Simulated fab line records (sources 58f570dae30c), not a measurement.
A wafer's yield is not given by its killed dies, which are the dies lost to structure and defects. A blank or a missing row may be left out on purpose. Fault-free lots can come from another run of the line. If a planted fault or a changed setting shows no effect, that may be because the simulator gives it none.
Matching of chambers | flow berkeleyCmos170 | UCB170_GATE_ETCH_14 on rieDiel-03 has 4 sister chambers
The step etches BARC in N2/H2. 8 wafers are shown with their chamber, then 7 later ones without.

## WAFERS PAIRED WITH THEIR CHAMBERS
wafer  | chamber | throttleValvePct (%) | oesProductAu (a.u.)
L227.6 | 1       | 13.59                | 1.029
L229.2 | 3       | 12.90                | 0.991
L229.4 | 0       | 13.18                | 1.029
L232.3 | 2       | 13.48                | 1.003
L232.4 | 0       | 13.18                | 1.012
L232.5 | 3       | 12.89                | 0.996
L240.1 | 2       | 13.49                | 0.997
L240.3 | 1       | 13.58                | 1.033

## WAFERS WITHOUT THEIR CHAMBER
wafer  | throttleValvePct (%) | oesProductAu (a.u.)
L240.4 | 12.91                | 0.991
L238.1 | 12.90                | 1.009
L238.3 | 13.19                | 1.029
L238.4 | 13.45                | 1.014
L245.1 | 12.91                | 0.996
L245.4 | 13.59                | 1.033
L245.6 | 13.48                | 1.011

## EACH ONE'S CHAMBER
wafer  | from the rows above | in truth
L240.4 | 3                   | 3
L238.1 | 3                   | 3
L238.3 | 0                   | 0
L238.4 | 2                   | 2
L245.1 | 3                   | 3
L245.4 | 1                   | 1
L245.6 | 2                   | 2
7 of 7 placed correctly. Left unplaced by these rows: 0. Wrongly placed: 0.
How it was worked out, from the rows above alone: a wafer's distance from a chamber is the root of the sum, over the readings, of the square of ((its reading less the chamber's mean) divided by the reading's scatter). If the next closest chamber is less than 2 further off than the closest, the wafer can't be placed; otherwise it belongs to the closest. Each chamber's mean is taken over the wafers shown for it. The scatter is the square root of a quotient: the sum, over the shown wafers, of each reading's squared deviation from its chamber's mean, divided by wafers minus chambers.
